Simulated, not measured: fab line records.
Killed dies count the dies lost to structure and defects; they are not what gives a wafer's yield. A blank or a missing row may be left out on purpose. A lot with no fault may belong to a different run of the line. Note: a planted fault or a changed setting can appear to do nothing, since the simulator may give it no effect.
Which tool was responsible? | flow berkeleyCmos170 | 14 lots, 42 wafers sampled, at 5 steps of a route of 331

WHAT THE GAUGES READ, wafer by wafer
UCB170_ACTIVE_CD_MEAS_13 targets a cd of 1200 nm.
lot  | measured    | on       | cdNm (nm)
L918 | day 3 22:25 | cdSem-01 | 1200.6 1200.5 1200.7
L920 | day 4 22:23 | cdSem-01 | 1201.7 1199.5 1199.7
L921 | day 5 01:04 | cdSem-02 | 1201.4 1198.7 1199.7
L923 | day 5 07:00 | cdSem-01 | 1198.1 1198.7 1199.0
L924 | day 5 13:12 | cdSem-01 | 1199.4 1200.0 1199.8
L926 | day 5 22:08 | cdSem-01 | 1173.2 1173.1 1172.7
L925 | day 5 22:25 | cdSem-01 | 1175.1 1174.7 1175.0
L928 | day 6 07:21 | cdSem-02 | 1201.2 1202.4 1202.0
L935 | day 7 19:13 | cdSem-02 | 1194.4 1194.8 1195.9
L936 | day 7 19:29 | cdSem-02 | 1198.4 1198.5 1198.6
L938 | day 8 09:07 | cdSem-02 | 1200.0 1199.8 1200.4
L939 | day 8 19:44 | cdSem-02 | 1198.3 1198.5 1197.7
L940 | day 9 04:38 | cdSem-01 | 1201.8 1200.9 1201.3
L941 | day 9 11:24 | cdSem-01 | 1200.6 1201.3 1200.6

UCB170_SACOX_THK_MEAS_02.
lot  | measured     | on           | SACOX_OXIDE_THK (nm)
L918 | day 4 21:36  | filmMetro-02 | 14.51 14.53 14.35
L920 | day 5 17:38  | filmMetro-03 | 14.59 14.82 14.86
L921 | day 5 17:37  | filmMetro-02 | 14.31 14.18 14.28
L923 | day 6 03:34  | filmMetro-03 | 14.30 14.39 14.69
L924 | day 6 10:19  | filmMetro-01 | 14.54 14.98 14.54
L926 | day 6 20:42  | filmMetro-03 | 14.33 14.56 14.38
L925 | day 6 20:43  | filmMetro-02 | 14.62 14.31 14.48
L928 | day 7 05:09  | filmMetro-02 | 14.48 14.51 14.16
L935 | day 8 15:08  | filmMetro-03 | 15.10 14.77 15.01
L936 | day 8 15:09  | filmMetro-02 | 14.77 14.89 14.70
L938 | day 9 16:20  | filmMetro-03 | 14.67 14.91 14.77
L939 | day 9 22:59  | filmMetro-01 | 14.97 14.98 14.90
L940 | day 9 23:01  | filmMetro-02 | 14.69 14.64 14.65
L941 | day 10 13:28 | filmMetro-02 | 15.17 15.14 15.12

UCB170_SCREENOX_THK_MEAS_02.
lot  | measured     | on           | SCREENOX_OXIDE_THK (nm)
L918 | day 5 00:41  | filmMetro-01 | 14.5 14.3 14.1
L920 | day 5 21:19  | filmMetro-04 | 14.1 14.2 14.1
L921 | day 5 21:18  | filmMetro-01 | 14.0 14.4 13.8
L923 | day 6 05:58  | filmMetro-03 | 14.5 14.4 14.4
L924 | day 6 15:33  | filmMetro-01 | 14.2 14.6 14.3
L926 | day 7 00:59  | filmMetro-03 | 14.2 14.1 14.4
L925 | day 7 00:59  | filmMetro-01 | 14.3 14.1 14.5
L928 | day 7 10:24  | filmMetro-04 | 14.6 14.7 14.5
L935 | day 8 22:05  | filmMetro-03 | 15.1 14.9 15.0
L936 | day 8 22:06  | filmMetro-01 | 14.3 14.5 14.4
L938 | day 9 21:34  | filmMetro-04 | 14.1 14.0 13.9
L939 | day 10 03:14 | filmMetro-01 | 14.1 14.2 14.0
L940 | day 10 03:16 | filmMetro-04 | 14.1 13.8 13.8
L941 | day 10 17:47 | filmMetro-01 | 14.9 14.9 14.7

WHICH TOOL RAN EACH LOT (tool, then ch and the chambers of the sampled wafers, then the start)
lot  | UCB170_PWELL_ETCH_14             | UCB170_ACTIVE_PEB_11
L918 | rieDiel-04 ch 1,2,3, day 2 19:15 | lithoTrack-02 ch 0, day 3 22:09
L920 | rieDiel-04 ch 0,2,3, day 3 12:13 | lithoTrack-02 ch 0, day 4 22:07
L921 | rieDiel-01 ch 0,1,2, day 3 18:12 | lithoTrack-02 ch 0, day 5 00:47
L923 | rieDiel-02 ch 0,2,3, day 4 01:16 | lithoTrack-02 ch 0, day 5 06:44
L924 | rieDiel-04 ch 0,1,2, day 4 08:49 | lithoTrack-02 ch 0, day 5 12:56
L926 | rieDiel-01 ch 0,1, day 4 22:06   | lithoTrack-02 ch 0, day 5 21:52
L925 | rieDiel-04 ch 0,1, day 4 22:11   | lithoTrack-02 ch 0, day 5 22:08
L928 | rieDiel-01 ch 0,1,3, day 5 05:14 | lithoTrack-03 ch 0, day 6 07:01
L935 | rieDiel-04 ch 0,2,3, day 6 14:25 | lithoTrack-01 ch 0, day 7 18:56
L936 | rieDiel-02 ch 0,1,3, day 6 14:50 | lithoTrack-03 ch 0, day 7 19:13
L938 | rieDiel-02 ch 0,1,3, day 7 03:19 | lithoTrack-03 ch 0, day 8 08:50
L939 | rieDiel-01 ch 2,3, day 7 09:25   | lithoTrack-02 ch 0, day 8 19:27
L940 | rieDiel-04 ch 0,2, day 7 14:59   | lithoTrack-02 ch 0, day 9 04:23
L941 | rieDiel-01 ch 0,1,2, day 7 23:32 | lithoTrack-02 ch 0, day 9 11:07
- UCB170_PWELL_ETCH_14: etches Si3N4 in CH3F/Ar/O2, stops on SiO2, target depth 242 nm, time 151 s.
- UCB170_ACTIVE_PEB_11

AS READ BY THE TOOLS THEMSELVES (means over the sampled wafers that have a number; for cases with no such wafer, the mark the record gives instead)
UCB170_PWELL_ETCH_14.
lot  | tool       | O2_flow_sccm (sccm) | drypumpMotorCurrentA (A) | oesProductAu (a.u.) | throttleValvePct (%)
L918 | rieDiel-04 | 6.995               | 5.8                      | 0.944               | 8.19
L920 | rieDiel-04 | 6.971               | 5.7                      | 0.948               | 8.12
L921 | rieDiel-01 | 6.999               | 5.8                      | 0.977               | 7.98
L923 | rieDiel-02 | 7.029               | 5.4                      | 0.971               | 8.01
L924 | rieDiel-04 | 6.996               | 5.7                      | 0.947               | 8.17
L926 | rieDiel-01 | 6.985               | 5.6                      | 0.975               | 7.85
L925 | rieDiel-04 | 6.970               | 5.6                      | 0.949               | 8.13
L928 | rieDiel-01 | 6.964               | 6.1                      | 0.955               | 8.01
L935 | rieDiel-04 | 7.015               | 5.8                      | 0.954               | 8.13
L936 | rieDiel-02 | 7.009               | 5.6                      | 0.971               | 8.08
L938 | rieDiel-02 | 7.013               | 5.6                      | 0.963               | 8.08
L939 | rieDiel-01 | 6.990               | 6.3                      | 0.964               | 8.30
L940 | rieDiel-04 | 7.008               | 5.7                      | 0.944               | 8.13
L941 | rieDiel-01 | 7.015               | 5.8                      | 0.971               | 7.98

UCB170_ACTIVE_PEB_11.
lot  | tool          | heaterPowerTotalW (W) | plateTempC (C)
L918 | lithoTrack-02 | 56.82                 | 130.16
L920 | lithoTrack-02 | 56.81                 | 129.99
L921 | lithoTrack-02 | 56.79                 | 130.08
L923 | lithoTrack-02 | 56.84                 | 129.97
L924 | lithoTrack-02 | 56.80                 | 129.91
L926 | lithoTrack-02 | 59.37                 | 134.52
L925 | lithoTrack-02 | 59.36                 | 134.41
L928 | lithoTrack-03 | 56.76                 | 129.82
L935 | lithoTrack-01 | 56.83                 | 130.03
L936 | lithoTrack-03 | 56.82                 | 130.18
L938 | lithoTrack-03 | 56.78                 | 129.83
L939 | lithoTrack-02 | 56.78                 | 130.02
L940 | lithoTrack-02 | 56.82                 | 130.07
L941 | lithoTrack-02 | 56.80                 | 129.97

THE ANSWER, worked out from the rows above alone
Rule: usual is defined by the lots themselves. Put in order of their means at a reading, lots are off if they are a third of the lots or fewer, leave a main group of 4 or more, and stand apart from it by a gap of 3 or more times the standard deviation of the main group's means; of several such gaps the widest counts. A main group whose means are all the same, to the digits that the tables above print for the reading, isn't used. A lot without any number at a reading at which 4 lots or more have one is off too. All remaining lots with rows at the step are treated as sound. After the gauges, taken in route order, come the tools' own readings; for these a lot's mean is taken, as printed above. At the first step where some lot is off, the reading lying furthest off is the one used; lots without a number count as furthest.
Off at UCB170_ACTIVE_CD_MEAS_13 (cdNm): L926, L925. Mean 1199.6 nm and standard deviation 1.7 in the main group.
If a tool, at a process step before that reading, ran all the lots that are off and no sound lot after the first of them, it fits. Not tried: the gauges at UCB170_ACTIVE_CD_MEAS_13; whatever is off there is also off at UCB170_ACTIVE_PEB_11, on other tools, and gauge error can't account for it. Of those tried, none fits.

WHAT WAS PUT IN BY THE SIMULATOR
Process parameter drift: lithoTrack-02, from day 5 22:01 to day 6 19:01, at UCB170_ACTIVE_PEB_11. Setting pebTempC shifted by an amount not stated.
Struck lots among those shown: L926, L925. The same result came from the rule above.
